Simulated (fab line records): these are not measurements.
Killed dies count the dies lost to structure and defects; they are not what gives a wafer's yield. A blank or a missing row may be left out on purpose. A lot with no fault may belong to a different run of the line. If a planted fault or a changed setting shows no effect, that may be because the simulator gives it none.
8D (eight disciplines) problem report, filled in by code | flow berkeley_cmos170 | the parts of the form that need people (team, actions taken, sign-off) are left out

## 1. WHAT IS WRONG
PSD_RS at UCB170_SDANNEAL_RS_MEAS_02 reads a mean of 83.6 ohm/sq on 6 wafers of 2 lots; wafers without a fault read 75.5 ohm/sq with a standard deviation of 0.33. That puts it +25 standard deviations away from the usual mean.
The step: measures by four-point-probe.
First observed at day 11 10:08: wafer L849.1, on film_metro-03. At this step, 42 wafers from 14 lots have a number in the record. By rule, "out" or "out of limits" means more than 4 standard deviations away from the usual mean. All remaining wafers that have a number are taken as sound.

## 2. WHAT THIS IS AND IS NOT
question                    | is                           | is not
which readings at this step | PSD_RS                       | -
which lots                  | L848, L849                   | L838, L839, L840, L841, L843, L844, L845, L851, L853, L857, L858, L859
which wafers of those lots  | all that have a number       | -
read on which gauges        | film_metro-01, film_metro-03 | film_metro-04
when                        | from day 11 10:08            | up to then (24 sound wafers); but 12 sound wafers of L853, L857, L858, L859 came after

## 3. WHAT RULES OUT EACH SUSPECT
Counting: a tool at any process step up to the reading remains a suspect when it ran all the lots that are out and ran no sound lot after the first of those.
- the gauge at UCB170_SDANNEAL_RS_MEAS_02: ruled out. Those wafers that are out were read across 2 gauges (film_metro-01, film_metro-03).
- rtp_anneal-02 at UCB170_SDANNEAL_RTA_01 (time 5 s): kept. All lots that are out passed through it, beginning with L849 at day 11 10:04, and no sound lot followed; its final sound lot before that point was L851 at day 11 09:20.
Remaining after the count: rtp_anneal-02 at UCB170_SDANNEAL_RTA_01.

## 4. THE CAUSE (what the simulator had put in)
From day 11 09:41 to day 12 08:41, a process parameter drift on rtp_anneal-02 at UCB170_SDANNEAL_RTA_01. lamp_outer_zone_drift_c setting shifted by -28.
Counting left only this tool.

## 5. THE EFFECT CHAIN, in route order
Rows list readings where the struck wafers' mean (over those with a number) sits beyond 3 standard deviations from the usual. Only readings whose record carries a usual standard deviation are examined. hours: median over the lots of the time between each lot's start at the first step of this table that gives one and its start at this step. sigmas: the change, counted in usual standard deviations.
hours | step                       | reading | usual         | on struck wafers | change | sigmas
0     | UCB170_SDANNEAL_RS_MEAS_02 | PSD_RS  | 75.5 ohm/sq   | 83.6             | +8.1   | +25
7     | UCB170_SDANNEAL_RS_MEAS_03 | NSD_RS  | 37.29 ohm/sq  | 38.40            | +1.11  | +13
9     | UCB170_SDANNEAL_RS_MEAS_04 | PLDD_RS | 1031.9 ohm/sq | 1042.3           | +10.4  | +3.6

## 6. WHAT WOULD HAVE CAUGHT IT SOONER
In this record the first reading out of limits at a measuring or inspecting step was taken at day 11 10:08, 0 hours after the fault began at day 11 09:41.
Of the tool readings at UCB170_SDANNEAL_RTA_01 for which the record gives a usual standard deviation, none was out on any struck wafer, so an alarm limit of 4 standard deviations on them would not have fired.
Among the 2 lots that are out, L848 began UCB170_SDANNEAL_RTA_01 on rtp_anneal-02 after day 11 10:08. A tool hold placed at that time would have kept it from harm.
